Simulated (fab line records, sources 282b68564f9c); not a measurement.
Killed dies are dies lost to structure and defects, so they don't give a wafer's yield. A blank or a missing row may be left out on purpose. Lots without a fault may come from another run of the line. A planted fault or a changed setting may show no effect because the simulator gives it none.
A struck lot beside a sound one | flow rit_cmos | 18 steps out of a route of 202
Sound: wafers L352.2, L352.5, L352.6. Struck: wafers L363.2, L363.4, L363.6. The cause comes at the end.
At each step with rows: each side's tool, then ch and its chambers, then its first start. Under that, the readings that differ: sound wafers | struck wafers | difference of the means | sigmas: that difference in standard deviations of wafers without a fault.
alike: readings whose means differ by less than 2 such deviations, and words and numbers that are the same on both sides. not compared: withheld readings, readings that some wafer has no value for, bounds like >300 that may hide the same value, and numbers for which the record gives no deviation and whose values overlap.
The two part at a step that has a row with sigmas, a row that says differs or no value, or rows on one side only. Numbers that don't overlap but have no deviation are shown without sigmas and don't part them. A reading that every wafer of one side lacks parts them only if that side has two wafers or more.

first, 4 steps without rows for these wafers: RIT_NRETRO_SOFTBAKE_02 (time 60 s); RIT_NRETRO_EXPOSE_03 (exposes mask M4, target cd 43900 nm); RIT_NRETRO_PEB_04; RIT_NRETRO_DEVELOP_05 (develop time 68 s).
RIT_NRETRO_OVL_MEAS_06:
  sound on overlay-02, day 2 20:34; struck on overlay-01, day 5 03:15
  alike: NRETRO_OVL
then, 2 steps without rows for these wafers: RIT_NRETRO_HARDBAKE_07 (time 120 s); RIT_NRETRO_IMPLANT_08.
RIT_NRETRO_STRIP_09: strips in O2, time 180 s.
  sound on plasma_asher-01 ch 0,1, day 2 21:00; struck on plasma_asher-02 ch 0,1, day 5 03:41
  alike: drypump_motor_current_A
  not compared: rf_hours_counter_h
RIT_NRETRO_TW_MEAS_10:
  sound on film_metro-02, day 2 21:11; struck on film_metro-02, day 5 03:52
  alike: NRETRO_TW
then, 3 steps without rows for these wafers: RIT_PRETRO_HMDS_00 (prime time 60 s); RIT_PRETRO_COAT_01 (resist thk 1300 nm); RIT_PRETRO_SOFTBAKE_02 (time 60 s).
RIT_PRETRO_EXPOSE_03: exposes mask M5, target cd 43700 nm.
  sound on iline_stepper-01 ch 0, day 2 21:42; struck on iline_stepper-02 ch 0, day 5 04:23
  reading                        | sound                | struck            | difference | sigmas
  model.PRETRO.overlay_x_nm (nm) | 0.8714 0.8714 0.8714 | 130.3 130.3 130.3 | +129.4     |
  alike: mask, stage_vel_mm_s
then, 2 steps without rows for these wafers: RIT_PRETRO_PEB_04; RIT_PRETRO_DEVELOP_05 (develop time 68 s).
RIT_PRETRO_OVL_MEAS_06:
  sound on overlay-02, day 2 22:07; struck on overlay-02, day 5 04:48
  reading         | sound       | struck            | difference | sigmas
  PRETRO_OVL (nm) | 1.2 1.1 0.2 | 128.4 131.2 130.4 | +129.2     | +92
then, 1 step without rows for these wafers: RIT_PRETRO_HARDBAKE_07 (time 120 s).
RIT_M1_PROBE_99:
  sound on prober-02, day 4 01:50; struck on prober-02, day 6 08:46
  alike: killed_at_contacts, killed_at_front_end, killed_dies, killed_open, killed_short
  not compared: model.etest.retro_edge_pmos.off_log10_a_um

WHERE THEY PART
Only at RIT_PRETRO_OVL_MEAS_06, within this record. Later steps at which nothing parts them and some readings are alike: RIT_M1_PROBE_99.

WHY: what the simulator had put in
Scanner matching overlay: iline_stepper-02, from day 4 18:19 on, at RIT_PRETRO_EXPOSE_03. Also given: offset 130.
